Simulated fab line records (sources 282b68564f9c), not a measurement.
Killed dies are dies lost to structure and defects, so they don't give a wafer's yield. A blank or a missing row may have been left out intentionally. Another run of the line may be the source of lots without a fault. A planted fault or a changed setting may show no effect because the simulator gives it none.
Check for tools in common :: flow rit cmos :: Lots sampled 15, wafers sampled 45

== REASON FOR OPENING ==
Of 15 lots, 3 have the reading PWELL_OVL flagged at RIT_PWELL_OVL_MEAS_06. Wafers without a fault read -0.6 nm, standard deviation 1.5.
Rule: a lot gets a flag if all its wafers with a number sit over 4 standard deviations from that mean, or if no wafer of it has a number. As for the other lots, they are considered sound.

lot: L146
measured: day 2 02:05
on: overlay-01
PWELL_OVL (nm), wafer by wafer: -0.5 -2.5 1.0
flag: 

lot: L147
measured: day 2 06:21
on: overlay-01
PWELL_OVL (nm), wafer by wafer: -2.6 -2.7 -2.8
flag: 

lot: L148
measured: day 2 09:52
on: overlay-02
PWELL_OVL (nm), wafer by wafer: 0.6 -0.5 0.9
flag: 

lot: L149
measured: day 2 21:19
on: overlay-01
PWELL_OVL (nm), wafer by wafer: 0.3 0.5 1.0
flag: 

lot: L150
measured: day 3 01:34
on: overlay-02
PWELL_OVL (nm), wafer by wafer: 0.1 0.0 -0.5
flag: 

lot: L152
measured: day 3 06:32
on: overlay-02
PWELL_OVL (nm), wafer by wafer: -1.7 -2.8 -2.9
flag: 

lot: L155
measured: day 3 23:55
on: overlay-01
PWELL_OVL (nm), wafer by wafer: -0.8 0.3 -0.1
flag: 

lot: L156
measured: day 4 01:43
on: overlay-01
PWELL_OVL (nm), wafer by wafer: -1.5 -1.3 -1.3
flag: 

lot: L157
measured: day 4 06:53
on: overlay-02
PWELL_OVL (nm), wafer by wafer: -1.2 -2.5 -0.9
flag: 

lot: L158
measured: day 4 13:30
on: overlay-02
PWELL_OVL (nm), wafer by wafer: -0.9 0.4 -1.4
flag: 

lot: L159
measured: day 4 18:29
on: overlay-01
PWELL_OVL (nm), wafer by wafer: -1.1 -0.4 0.7
flag: 

lot: L160
measured: day 4 21:14
on: overlay-02
PWELL_OVL (nm), wafer by wafer: 359.0 358.3 358.8
flag: FLAGGED

lot: L161
measured: day 5 03:09
on: overlay-01
PWELL_OVL (nm), wafer by wafer: 358.0 357.7 359.7
flag: FLAGGED

lot: L164
measured: day 5 16:44
on: overlay-02
PWELL_OVL (nm), wafer by wafer: 360.8 360.7 360.0
flag: FLAGGED

lot: L168
measured: day 6 16:01
on: overlay-01
PWELL_OVL (nm), wafer by wafer: -2.7 -3.0 -2.9
flag: 
Averaged over the flagged lots the numbers come to 359.2 nm, +359.8 nm from the usual (+99 or more standard deviations).

== WHICH TOOL EACH LOT WENT THROUGH ==
The record holds 1 process step before the reading, out of a route of 202 steps. Read each cell as the tool, then ch plus the chambers that the sampled wafers visited, then the start.
lot: L146
flag: 
RIT_PWELL_EXPOSE_03: iline stepper-01 ch 0, day 2 01:40

lot: L147
flag: 
RIT_PWELL_EXPOSE_03: iline stepper-02 ch 0, day 2 05:56

lot: L148
flag: 
RIT_PWELL_EXPOSE_03: iline stepper-02 ch 0, day 2 09:27

lot: L149
flag: 
RIT_PWELL_EXPOSE_03: iline stepper-02 ch 0, day 2 20:53

lot: L150
flag: 
RIT_PWELL_EXPOSE_03: iline stepper-01 ch 0, day 3 01:10

lot: L152
flag: 
RIT_PWELL_EXPOSE_03: iline stepper-02 ch 0, day 3 05:57

lot: L155
flag: 
RIT_PWELL_EXPOSE_03: iline stepper-02 ch 0, day 3 23:29

lot: L156
flag: 
RIT_PWELL_EXPOSE_03: iline stepper-02 ch 0, day 4 01:20

lot: L157
flag: 
RIT_PWELL_EXPOSE_03: iline stepper-02 ch 0, day 4 06:27

lot: L158
flag: 
RIT_PWELL_EXPOSE_03: iline stepper-02 ch 0, day 4 13:05

lot: L159
flag: 
RIT_PWELL_EXPOSE_03: iline stepper-02 ch 0, day 4 18:04

lot: L160
flag: FLAGGED
RIT_PWELL_EXPOSE_03: iline stepper-02 ch 0, day 4 20:49

lot: L161
flag: FLAGGED
RIT_PWELL_EXPOSE_03: iline stepper-02 ch 0, day 5 02:44

lot: L164
flag: FLAGGED
RIT_PWELL_EXPOSE_03: iline stepper-02 ch 0, day 5 16:19

lot: L168
flag: 
RIT_PWELL_EXPOSE_03: iline stepper-01 ch 0, day 6 15:35
What these steps do:
- RIT_PWELL_EXPOSE_03: exposes mask M3, target cd 43700 nm.
- RIT_PWELL_OVL_MEAS_06

== FLAGGED OVER TOTAL, TOOL BY TOOL (the gauges that took the reading come last) ==
step: RIT_PWELL_EXPOSE_03
tool: iline stepper-01
lots run: 3
flagged: 0
share of the flagged lots: none
sound lots run after its first flagged lot: -

step: RIT_PWELL_EXPOSE_03
tool: iline stepper-02
lots run: 12
flagged: 3
share of the flagged lots: all
sound lots run after its first flagged lot: 0

step: RIT_PWELL_OVL_MEAS_06
tool: overlay-01
lots run: 8
flagged: 1
share of the flagged lots: some
sound lots run after its first flagged lot: 1 (L168)

step: RIT_PWELL_OVL_MEAS_06
tool: overlay-02
lots run: 7
flagged: 2
share of the flagged lots: some
sound lots run after its first flagged lot: 0

== WHAT THE TABLE PERMITS ==
Rows of the table that ran each flagged lot: 1, that is iline stepper-02 at RIT_PWELL_EXPOSE_03.
- iline stepper-02 at RIT_PWELL_EXPOSE_03: 3 of its 12 lots flagged. Its last sound lot is L159 (day 4 18:04), its first flagged lot L160 (day 4 20:49): a fault that began between those two fits.
Just one tool remains: iline stepper-02 at RIT_PWELL_EXPOSE_03.

== WHAT HAD BEEN PUT IN BY THE SIMULATOR ==
Scanner matching overlay: iline stepper-02, from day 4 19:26 on, at RIT_PWELL_EXPOSE_03. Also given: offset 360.
Shown lots that were struck: L160, L161, L164. The rule above found the same.
